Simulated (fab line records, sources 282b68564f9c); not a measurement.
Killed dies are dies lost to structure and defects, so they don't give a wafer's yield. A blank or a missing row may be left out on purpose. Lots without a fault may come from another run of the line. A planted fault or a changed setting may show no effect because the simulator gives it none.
A struck lot beside a sound one | flow rit_cmos | 15 steps out of a route of 202
Sound: wafers L272.2, L272.4, L272.5. Struck: wafer L286.4. (L286.2, L286.6 of the same lot were not struck and are left out.) The cause comes at the end.
At each step with rows: each side's tool, then ch and its chambers, then its first start. Under that, the readings that differ: sound wafers | struck wafers | difference of the means | sigmas: that difference in standard deviations of wafers without a fault.
alike: readings whose means differ by less than 2 such deviations, and words and numbers that are the same on both sides. not compared: withheld readings, readings that some wafer has no value for, bounds like >300 that may hide the same value, and numbers for which the record gives no deviation and whose values overlap.
The two part at a step that has a row with sigmas, a row that says differs or no value, or rows on one side only. Numbers that don't overlap but have no deviation are shown without sigmas and don't part them. A reading that every wafer of one side lacks parts them only if that side has two wafers or more.

RIT_GATE_THK_MEAS_07:
  sound on film_metro-02, day 2 19:23; struck on film_metro-02, day 5 18:05
  alike: GATE_OXIDE_THK
then, 1 step without rows for these wafers: RIT_GATE_CVD_08 (deposits poly-Si from SiH4, target thk 250 nm, time 2220 s).
RIT_GATE_THK_MEAS_09:
  sound on film_metro-01, day 2 21:04; struck on film_metro-01, day 5 19:46
  alike: GATE_POLY_THK
then, 6 steps without rows for these wafers: RIT_GATE_HMDS_10 (prime time 60 s); RIT_GATE_COAT_11 (resist thk 850 nm); RIT_GATE_SOFTBAKE_12 (time 60 s); RIT_GATE_EXPOSE_13 (exposes mask M6, target cd 150 nm); RIT_GATE_PEB_14; RIT_GATE_DEVELOP_15 (develop time 50 s).
RIT_GATE_CD_MEAS_16: target cd 150 nm.
  sound on cd_sem-01, day 2 22:10; struck on cd_sem-02, day 5 20:55
  reading    | sound             | struck | difference | sigmas
  cd_nm (nm) | 143.6 143.7 144.5 | 150.5  | +6.6       | +3
RIT_GATE_OVL_MEAS_17:
  sound on overlay-01, day 2 22:16; struck on overlay-01, day 5 21:01
  alike: GATE_OVL
then, 1 step without rows for these wafers: RIT_GATE_HARDBAKE_18 (time 60 s).
RIT_GATE_ETCH_19: etches poly-Si in SF6/CHF3/O2, stops on SiO2, time 165 s, target depth 312.5 nm.
  sound on rie_si-01 ch 1,2,3, day 2 22:26; struck on rie_si-01 ch 1, day 5 21:13
  reading                                   | sound             | struck | difference | sigmas
  oes_product_au (a.u.)                     | 0.870 0.857 0.842 | 0.777  | -0.079     | -5
  run_length_s (s)                          | 193.1 193.8 193.6 | 217.0  | +23.5      | +39
  model.NOVOLAK_of_GATE_COAT_11.thk_nm (nm) | 667.3 671 667.2   | 655.1  | -13.4      |
  alike: drypump_motor_current_A, throttle_valve_pct
  not compared: rf_hours_counter_h
RIT_GATE_STRIP_20: strips in O2, time 180 s.
  sound on plasma_asher-02 ch 0,1, day 2 22:33; struck on plasma_asher-01 ch 1, day 5 21:19
  alike: drypump_motor_current_A
  not compared: rf_hours_counter_h
RIT_M1_PROBE_99:
  sound on prober-01, day 3 18:13; struck on prober-02, day 6 20:12
  alike: killed_at_contacts, killed_at_front_end, killed_dies, killed_open, killed_short

WHERE THEY PART
First at RIT_GATE_CD_MEAS_16; last, within this record, at RIT_GATE_ETCH_19. Later steps at which nothing parts them and some readings are alike: RIT_GATE_STRIP_20, RIT_M1_PROBE_99.

WHY: what the simulator had put in
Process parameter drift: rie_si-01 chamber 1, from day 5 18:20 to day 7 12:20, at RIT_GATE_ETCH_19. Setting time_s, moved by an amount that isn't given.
